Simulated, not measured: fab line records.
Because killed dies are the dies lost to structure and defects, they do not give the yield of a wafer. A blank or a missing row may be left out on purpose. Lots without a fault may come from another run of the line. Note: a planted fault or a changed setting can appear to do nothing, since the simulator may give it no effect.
Chamber matching | flow berkeley-cmos170 | UCB170_V1_CVD_00 on pecvd-03 has 3 sister chambers
The step deposits SiO2 from TEOS/O2, target thk 2000 nm, time 250 s. 3 wafers are shown with their chamber, then 7 later ones without.

## WAFERS PAIRED WITH THEIR CHAMBERS
wafer  | chamber | heater-power-w (W)
L865.2 | 1       | 304
L865.3 | 0       | 293
L867.5 | 2       | 249

## WAFERS WITHOUT THEIR CHAMBER
wafer  | heater-power-w (W)
L867.6 | 217
L871.4 | 204
L871.5 | 247
L871.6 | 223
L872.2 | 270
L872.4 | 202
L872.5 | 328

## EACH ONE'S CHAMBER
wafer  | from the rows above          | in truth
L867.6 | can't be placed: 2 or 0 or 1 | 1
L871.4 | can't be placed: 2 or 0 or 1 | 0
L871.5 | can't be placed: 2 or 0 or 1 | 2
L871.6 | can't be placed: 2 or 0 or 1 | 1
L872.2 | can't be placed: 2 or 0 or 1 | 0
L872.4 | can't be placed: 2 or 0 or 1 | 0
L872.5 | can't be placed: 1 or 0 or 2 | 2
0 of 7 placed correctly. Cannot be placed on the basis of these rows: 7; the candidates contain the true chamber in 7. Placed wrongly: 0.
How it was worked out, from the rows above alone: a wafer's distance from a chamber is the root of the sum, over the readings, of the square of ((its reading less the chamber's mean) divided by the reading's scatter). The wafer belongs to the nearest chamber; if the next one is less than 2 further off, it can't be placed. Each chamber's mean is taken over the wafers shown for it. The scatter: root of mean squared gap, hidden wafer to nearest shown wafer, with one shown wafer a chamber.
